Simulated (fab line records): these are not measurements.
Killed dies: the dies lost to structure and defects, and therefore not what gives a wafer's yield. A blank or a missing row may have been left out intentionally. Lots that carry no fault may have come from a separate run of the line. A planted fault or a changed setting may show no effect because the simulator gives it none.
The same fault as seen by 2 desks + flow ritCmos + numbers are kept per desk, each desk with only its own; the story behind them comes last

== METROLOGY DESK ==
What the gauges read for every lot (on any tool): the sampled wafers with a number, averaged. If a lot's mean is further than 4 standard deviations from the usual mean, the lot is out of limits and carries the mark OUT (the distance appears in the brackets).
Columns: A = ACTIVE_OXIDE_THK at RIT_ACTIVE_THK_MEAS_02, usual 47.0 nm; B = ACTIVE_NITRIDE_THK at RIT_ACTIVE_THK_MEAS_04, usual 149.9 nm; C = cdNm at RIT_ACTIVE_CD_MEAS_11, usual 1400.5 nm; D = cdNm at RIT_ACTIVE_CD_MEAS_90, usual 1400.5 nm
| lot  | first seen here | A    | B     | C      | D      |
|------|-----------------|------|-------|--------|--------|
| L401 | day 3 14:08     | 47.7 | 149.2 | 1399.5 | 1399.2 |
| L404 | day 4 05:03     | 46.7 | 150.5 | 1401.6 | 1401.6 |
| L405 | day 4 10:04     | 45.8 | 150.9 | 1402.0 | 1402.1 |
| L408 | day 5 01:04     | 47.4 | 150.4 | 1402.3 | 1402.5 |
| L412 | day 5 21:03     | 46.9 | 150.9 | 1401.1 | 1401.1 |
| L414 | day 6 07:04     | 46.9 | 147.6 | 1397.6 | 1397.7 |
This desk's verdict: no lot among the 6 shows anything out of limits.

== THE TOOL OWNER'S DESK: plasmaAsher-01 ==
The tool's own readings at RIT_ACTIVE_STRIP_14 (strips in O2, time 180 s): means of the sampled wafers that have a number, for each lot that ran on this tool. If a lot's mean is further than 4 standard deviations from the usual mean, the lot is out of limits and carries the mark OUT (the distance appears in the brackets).
Columns: A = chamberPressureMTorr at RIT_ACTIVE_STRIP_14, usual 4000 mTorr; B = drypumpMotorCurrentA at RIT_ACTIVE_STRIP_14, usual 6.0 A
| lot  | first seen here | A    | B   |
|------|-----------------|------|-----|
| L408 | day 5 03:50     | 3996 | 6.1 |
This desk's finding: nothing out of limits on the one lot.

== TAKEN TOGETHER ==
Nothing out of limits was seen by the metrology desk.
The desk of the tool owner found nothing out of limits.

== WHAT THE SIMULATOR HAD INSERTED ==
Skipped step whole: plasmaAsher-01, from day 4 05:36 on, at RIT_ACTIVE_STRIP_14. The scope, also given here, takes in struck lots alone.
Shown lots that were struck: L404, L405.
